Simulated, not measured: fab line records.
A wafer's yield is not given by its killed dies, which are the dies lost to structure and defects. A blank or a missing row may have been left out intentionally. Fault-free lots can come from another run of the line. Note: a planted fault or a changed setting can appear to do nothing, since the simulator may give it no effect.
fab line records + flow berkeley_cmos170 + part 2 of 2: steps 34 to 48 of 48
record
- lots=5
- wafers=15
- last_day=10
route steps=331 shown GATE@141 PLDD@145 NLDD@158 SPACER@171 PSD@175 NSD@187
lots that met no fault: from a run of the same line without faults
start_h: hours from the record's first day to the start of the lot's first wafer shown + wait_h: hours elapsed since this lot's preceding step + " unchanged from the row above + L1.1+2: several wafers, shown together as one row + - no value, or no start given + * or withheld: withheld + < > ~ a bound
route shown NAME@n: a module of which the file shows steps, and the number in the route of the first + usual: mean and standard deviation over wafers with no fault + same: alike in all rows + chamber/n: place in a boat + sites: each site's reading + _std_site: the standard deviation of these + _edge_site: outer sites' mean less inner sites' + radius_mm: for every site, how far away it sits from the centre of the wafer + mask NAME#n: copy n + behind: tool/chamber where the wafer was last shaped + hold: cause of the lot's hold/its duration in hours/its outcome + device: the n, p or np transistor that did not switch + end of line: tests of these same wafers at the route's end + a step without rows: its recipe alone + killed: at the first sort, the dies lost to defects and structure; wafer yield is something else + map: shows each die of a wafer: x if killed, . if not, _ if none is there
set.NAME: the run value of the setting; set.NAME@STEP: its run value at that earlier step + model.NAME: the simulator's own value behind a step, which no gauge read
lots at selected steps of the route; one table per step, one row per wafer
services: when a tool's chamber went out of use (start_h, in hours from the record's first day, below 0 if earlier), for how many hours, and the reason
## steps
# step UCB170_SPACER_ETCHBACK_03
# recipe
- stop_on=Si
- target=SiO2
- chemistry=CHF3/CF4/Ar
- CHF3_flow_sccm=50
- cf4_flow_sccm=10
- Ar_flow_sccm=120
- pressure_mtorr=200
- rf_w=500
- target_depth_a=3760
- time_s=100
# usual
- drypump_motor_current_A=5.8/0.33
- oes_product_au=0.896/0.015
- throttle_valve_pct=6.50/0.1
| lot.wafer | tool        | chamber | start_h | wait_h | drypump_motor_current_A | oes_product_au | rf_hours_counter_h | throttle_valve_pct |
|-----------|-------------|---------|---------|--------|-------------------------|----------------|--------------------|--------------------|
| L079.2    | rie_diel-01 | 2       | 148.91  | 0.0    | 5.6                     | 0.902          | 147                | 6.57               |
| L079.4    | "           | 1       | "       | "      | 5.7                     | 0.904          | 1                  | 6.59               |
| L079.5    | "           | 2       | "       | "      | 5.6                     | 0.897          | -                  | 6.55               |
| L081.3    | rie_diel-01 | 0       | 167.62  | 0.0    | 5.5                     | 0.896          | 76                 | 6.38               |
| L081.5    | "           | 0       | "       | "      | 5.5                     | 0.917          | -                  | 6.37               |
| L081.6    | "           | 1       | "       | "      | 5.7                     | 0.901          | -                  | 6.59               |
| L082.2    | rie_diel-03 | 2       | 167.66  | 0.0    | 5.9                     | 0.908          | 53                 | 6.42               |
| L082.3    | "           | 3       | "       | "      | 5.6                     | 0.873          | 18                 | 6.61               |
| L082.6    | "           | 2       | "       | "      | 5.9                     | 0.916          | -                  | 6.43               |
| L086.1    | rie_diel-03 | 1       | 182.25  | 0.0    | 6.2                     | 0.885          | 138                | 6.56               |
| L086.2    | "           | 3       | "       | "      | 5.5                     | 0.858          | 18                 | 6.58               |
| L086.5    | "           | 2       | "       | "      | 6.0                     | 0.903          | -                  | 6.40               |
| L091.1    | rie_diel-04 | 3       | 212.42  | 0.0    | 6.8                     | 0.881          | 10                 | 6.37               |
| L091.2    | "           | 1       | "       | "      | 6.1                     | 0.899          | 17                 | 6.37               |
| L091.6    | "           | 0       | "       | "      | 5.3                     | 0.911          | -                  | 6.58               |
# step UCB170_PSD_HMDS_00
# recipe
- prime_time_s=60
- prime_temp_c=100
| lot.wafer  | tool           | chamber | start_h | wait_h |
|------------|----------------|---------|---------|--------|
| L079.2+4+5 | litho_track-03 | 0       | 149.01  | 0.1    |
| L081.3+5+6 | litho_track-02 | 0       | 167.74  | 0.1    |
| L082.2+3+6 | litho_track-03 | 0       | 167.76  | 0.1    |
| L086.1+2+5 | litho_track-03 | 0       | 182.92  | 0.6    |
| L091.1+2+6 | litho_track-03 | 0       | 212.89  | 0.4    |
# step UCB170_PSD_COAT_01
# recipe
- resist=KrF
- spin_rpm=1500
- resist_thk_nm=900
| lot.wafer  | tool           | chamber | start_h | wait_h |
|------------|----------------|---------|---------|--------|
| L079.2+4+5 | litho_track-03 | 0       | 149.16  | 0.1    |
| L081.3+5+6 | litho_track-02 | 0       | 167.89  | 0.1    |
| L082.2+3+6 | litho_track-03 | 0       | 167.91  | 0.1    |
| L086.1+2+5 | litho_track-03 | 0       | 183.07  | 0.1    |
| L091.1+2+6 | litho_track-03 | 0       | 213.04  | 0.1    |
# step UCB170_PSD_SOFTBAKE_02
# recipe
- resist=KrF
- temp_c=130
- time_s=60
| lot.wafer  | tool           | chamber | start_h | wait_h |
|------------|----------------|---------|---------|--------|
| L079.2+4+5 | litho_track-03 | 0       | 149.31  | 0.1    |
| L081.3+5+6 | litho_track-02 | 0       | 168.04  | 0.1    |
| L082.2+3+6 | litho_track-03 | 0       | 168.06  | 0.1    |
| L086.1+2+5 | litho_track-03 | 0       | 183.22  | 0.1    |
| L091.1+2+6 | litho_track-03 | 0       | 213.19  | 0.1    |
# step UCB170_PSD_EXPOSE_03
# recipe
- mask_id=PSELECT_MOD
- na=0.5
- sigma_outer=0.6
- source_shape=conventional
- target_cd_nm=1200
- dose_mj=30
| lot.wafer  | tool           | chamber | start_h | wait_h | mask          |
|------------|----------------|---------|---------|--------|---------------|
| L079.2+4+5 | krf_scanner-01 | 0       | 149.58  | 0.2    | PSELECT_MOD#0 |
| L081.3+5+6 | krf_scanner-02 | 0       | 168.18  | 0.1    | PSELECT_MOD#0 |
| L082.2+3+6 | krf_scanner-02 | 0       | 168.28  | 0.2    | PSELECT_MOD#0 |
| L086.1+2+5 | krf_scanner-02 | 0       | 183.67  | 0.4    | PSELECT_MOD#0 |
| L091.1+2+6 | krf_scanner-01 | 0       | 213.43  | 0.2    | PSELECT_MOD#0 |
# step UCB170_PSD_PEB_04
# recipe
- peb_temp_c=130
- peb_time_s=withheld
- resist=KrF
| lot.wafer  | tool           | chamber | start_h | wait_h |
|------------|----------------|---------|---------|--------|
| L079.2+4+5 | litho_track-02 | 0       | 149.70  | 0.1    |
| L081.3+5+6 | litho_track-04 | 0       | 168.46  | 0.3    |
| L082.2+3+6 | litho_track-02 | 0       | 168.69  | 0.4    |
| L086.1+2+5 | litho_track-02 | 0       | 184.19  | 0.5    |
| L091.1+2+6 | litho_track-03 | 0       | 213.79  | 0.3    |
# step UCB170_PSD_DEVELOP_05
# recipe
- developer=TMAH
- develop_time_s=45
- resist=KrF
- dev_temp_c=21
| lot.wafer  | tool           | chamber | start_h | wait_h |
|------------|----------------|---------|---------|--------|
| L079.2+4+5 | litho_track-02 | 0       | -       | -      |
| L081.3+5+6 | litho_track-04 | 0       | -       | -      |
| L082.2+3+6 | litho_track-02 | 0       | -       | -      |
| L086.1+2+5 | litho_track-02 | 0       | -       | -      |
| L091.1+2+6 | litho_track-03 | 0       | -       | -      |
# step UCB170_PSD_CD_MEAS_06
# recipe
- target_cd_nm=1200
# usual
- cd_nm=1200.0/1.1
| lot.wafer | tool      | chamber | start_h | wait_h | cd_nm  |
|-----------|-----------|---------|---------|--------|--------|
| L079.2    | cd_sem-01 | -       | 149.97  | -      | 1201.4 |
| L079.4    | "         | -       | "       | "      | 1201.5 |
| L079.5    | "         | -       | "       | "      | 1200.3 |
| L081.3    | cd_sem-02 | -       | 168.72  | -      | 1202.1 |
| L081.5    | "         | -       | "       | "      | 1200.6 |
| L081.6    | "         | -       | "       | "      | 1200.2 |
| L082.2    | cd_sem-02 | -       | 168.96  | -      | 1198.9 |
| L082.3    | "         | -       | "       | "      | 1199.0 |
| L082.6    | "         | -       | "       | "      | 1198.7 |
| L086.1    | cd_sem-02 | -       | 184.52  | -      | 1200.7 |
| L086.2    | "         | -       | "       | "      | 1200.3 |
| L086.5    | "         | -       | "       | "      | 1200.1 |
| L091.1    | cd_sem-01 | -       | 214.06  | -      | 1201.8 |
| L091.2    | "         | -       | "       | "      | 1199.4 |
| L091.6    | "         | -       | "       | "      | 1200.7 |
# step UCB170_PSD_OVL_MEAS_07
# usual
- PSD_OVL=2/4.6
| lot.wafer | tool       | chamber | start_h | wait_h | PSD_OVL[nm] |
|-----------|------------|---------|---------|--------|-------------|
| L079.2    | overlay-02 | -       | 150.07  | 0.1    | 9           |
| L079.4    | "          | -       | "       | "      | 4           |
| L079.5    | "          | -       | "       | "      | 4           |
| L081.3    | overlay-01 | -       | 168.82  | 0.1    | 4           |
| L081.5    | "          | -       | "       | "      | 0           |
| L081.6    | "          | -       | "       | "      | 1           |
| L082.2    | overlay-01 | -       | 169.06  | 0.1    | -3          |
| L082.3    | "          | -       | "       | "      | 6           |
| L082.6    | "          | -       | "       | "      | 2           |
| L086.1    | overlay-02 | -       | 184.64  | 0.1    | 7           |
| L086.2    | "          | -       | "       | "      | 0           |
| L086.5    | "          | -       | "       | "      | 3           |
| L091.1    | overlay-01 | -       | 214.18  | 0.1    | 1           |
| L091.2    | "          | -       | "       | "      | 0           |
| L091.6    | "          | -       | "       | "      | -2          |
# step UCB170_PSD_IMPLANT_08
# recipe
- species=B
- dose_cm2=2.963e+15
- energy_kev=20
- tilt_deg=7
| lot.wafer  | tool         | chamber | start_h | wait_h |
|------------|--------------|---------|---------|--------|
| L079.2+4+5 | implanter-03 | 0       | 150.13  | 0.0    |
| L081.3+5+6 | implanter-01 | 0       | 168.89  | 0.1    |
| L082.2+3+6 | implanter-02 | 0       | 169.12  | 0.0    |
| L086.1+2+5 | implanter-03 | 0       | 184.68  | 0.0    |
| L091.1+2+6 | implanter-03 | 0       | 214.31  | 0.1    |
# step UCB170_PSD_STRIP_09
# recipe
- chemistry=O2
- power_w=400
- pressure_mtorr=3500
- platen_temp_c=withheld
- o2_flow_sccm=400
- overash_fraction=0.5
# usual
- drypump_motor_current_A=6.0/0.43
- oes_product_au=0.601/0.0044
- strip_time_to_endpoint_s=29.27/0.08
| lot.wafer | tool            | chamber | start_h | wait_h | drypump_motor_current_A | oes_product_au | rf_hours_counter_h | strip_time_to_endpoint_s |
|-----------|-----------------|---------|---------|--------|-------------------------|----------------|--------------------|--------------------------|
| L079.2    | plasma_asher-04 | 0       | 150.25  | 0.1    | 6.6                     | 0.599          | 3                  | 29.22                    |
| L079.4    | "               | 0       | "       | "      | 6.6                     | 0.598          | -                  | 29.17                    |
| L079.5    | "               | 1       | "       | "      | 5.9                     | 0.589          | -                  | 29.21                    |
| L081.3    | plasma_asher-04 | 0       | 169.02  | 0.1    | 6.6                     | 0.603          | -                  | 29.36                    |
| L081.5    | "               | 0       | "       | "      | 6.6                     | 0.596          | -                  | 29.42                    |
| L081.6    | "               | 1       | "       | "      | 5.9                     | 0.609          | -                  | 29.39                    |
| L082.2    | plasma_asher-04 | 1       | 169.24  | 0.1    | 5.9                     | 0.601          | 6                  | 29.18                    |
| L082.3    | "               | 1       | "       | "      | 5.9                     | 0.598          | -                  | 29.17                    |
| L082.6    | "               | 1       | "       | "      | 5.9                     | 0.612          | -                  | 29.15                    |
| L086.1    | plasma_asher-04 | 1       | 184.83  | 0.1    | 5.9                     | 0.591          | 8                  | 29.25                    |
| L086.2    | "               | 0       | "       | "      | 6.6                     | 0.600          | 8                  | 29.15                    |
| L086.5    | "               | 0       | "       | "      | 6.6                     | 0.600          | -                  | 29.26                    |
| L091.1    | plasma_asher-01 | 1       | 214.46  | 0.1    | 6.6                     | 0.597          | 36                 | 29.43                    |
| L091.2    | "               | 0       | "       | "      | 5.4                     | 0.604          | 36                 | 29.30                    |
| L091.6    | "               | 0       | "       | "      | 5.3                     | 0.605          | -                  | 29.36                    |
# step UCB170_PSD_TW_MEAS_10
# usual
- PSD_TW=2324/17
| lot.wafer | tool          | chamber | start_h | wait_h | PSD_TW |
|-----------|---------------|---------|---------|--------|--------|
| L079.2    | film_metro-04 | -       | 150.36  | 0.1    | 2300   |
| L079.4    | "             | -       | "       | "      | 2298   |
| L079.5    | "             | -       | "       | "      | 2296   |
| L081.3    | film_metro-04 | -       | 169.11  | 0.1    | 2304   |
| L081.5    | "             | -       | "       | "      | 2322   |
| L081.6    | "             | -       | "       | "      | 2324   |
| L082.2    | film_metro-02 | -       | 169.35  | 0.1    | 2336   |
| L082.3    | "             | -       | "       | "      | 2336   |
| L082.6    | "             | -       | "       | "      | 2332   |
| L086.1    | film_metro-02 | -       | 184.93  | 0.1    | 2351   |
| L086.2    | "             | -       | "       | "      | 2344   |
| L086.5    | "             | -       | "       | "      | 2342   |
| L091.1    | film_metro-02 | -       | 214.56  | 0.1    | 2333   |
| L091.2    | "             | -       | "       | "      | 2338   |
| L091.6    | "             | -       | "       | "      | 2342   |
# step UCB170_PSD_CLEAN_11
# recipe
- chemistry=SPM
- temp_c=120
- time_s=600
| lot.wafer  | tool         | chamber | start_h | wait_h |
|------------|--------------|---------|---------|--------|
| L079.2+4+5 | wet_bench-02 | 1       | 150.41  | 0.0    |
| L081.3+5+6 | wet_bench-03 | 3       | 170.96  | 1.8    |
| L082.2+3+6 | wet_bench-03 | 2       | 170.96  | 1.6    |
| L086.1+2+5 | wet_bench-02 | 2       | 186.73  | 1.8    |
| L091.1+2+6 | wet_bench-03 | 1       | 215.11  | 0.5    |
# step UCB170_NSD_HMDS_00
# recipe
- prime_time_s=60
- prime_temp_c=100
| lot.wafer  | tool           | chamber | start_h | wait_h |
|------------|----------------|---------|---------|--------|
| L079.2+4+5 | litho_track-04 | 0       | 150.63  | 0.0    |
| L081.3+5+6 | litho_track-02 | 0       | 171.19  | 0.1    |
| L082.2+3+6 | litho_track-01 | 0       | 171.27  | 0.1    |
| L086.1+2+5 | litho_track-04 | 0       | 186.98  | 0.1    |
| L091.1+2+6 | litho_track-04 | 0       | 215.75  | 0.5    |
# step UCB170_NSD_COAT_01
# recipe
- resist=KrF
- spin_rpm=1500
- resist_thk_nm=900
| lot.wafer  | tool           | chamber | start_h | wait_h |
|------------|----------------|---------|---------|--------|
| L079.2+4+5 | litho_track-04 | 0       | 150.78  | 0.1    |
| L081.3+5+6 | litho_track-02 | 0       | 171.34  | 0.1    |
| L082.2+3+6 | litho_track-01 | 0       | 171.42  | 0.1    |
| L086.1+2+5 | litho_track-04 | 0       | 187.13  | 0.1    |
| L091.1+2+6 | litho_track-04 | 0       | 215.90  | 0.1    |
## services
| tool            | chamber | start_h | hours | kind   |
|-----------------|---------|---------|-------|--------|
| rie_diel-04     | 3       | 118.72  | 8.6   | repair |
| wet_bench-03    | -       | 124.01  | 1.9   | pm     |
| rie_diel-04     | 1       | 125.42  | 4.4   | repair |
| krf_scanner-02  | -       | 131.10  | 2.8   | repair |
| furnace-04      | -       | 132.84  | 4.2   | pm     |
| krf_scanner-02  | -       | 133.88  | 1.3   | pm     |
| pecvd-02        | -       | 135.50  | 14.0  | pm     |
| krf_scanner-01  | -       | 135.63  | 0.6   | repair |
| furnace-01      | -       | 135.76  | 2.6   | pm     |
| pecvd-04        | -       | 136.42  | 1.3   | repair |
| plasma_asher-04 | -       | 140.63  | 4.3   | repair |
| krf_scanner-01  | -       | 157.29  | 0.2   | repair |
| rie_diel-01     | 0       | 160.23  | 2.5   | repair |
| krf_scanner-01  | -       | 164.41  | 3.0   | pm     |
| krf_scanner-01  | -       | 177.15  | 0.6   | repair |
| rie_si-01       | 2       | 191.64  | 8.0   | repair |
| krf_scanner-02  | -       | 191.71  | 0.8   | pm     |
| furnace-03      | -       | 193.55  | 3.1   | pm     |
| krf_scanner-02  | -       | 197.50  | 0.6   | repair |
| krf_scanner-01  | -       | 203.50  | 1.3   | pm     |
| rie_diel-01     | -       | 206.76  | 0.9   | repair |
| implanter-01    | -       | 209.88  | 4.8   | repair |
| rie_diel-01     | -       | 210.06  | 2.8   | pm     |
| krf_scanner-02  | -       | 210.17  | 3.6   | pm     |
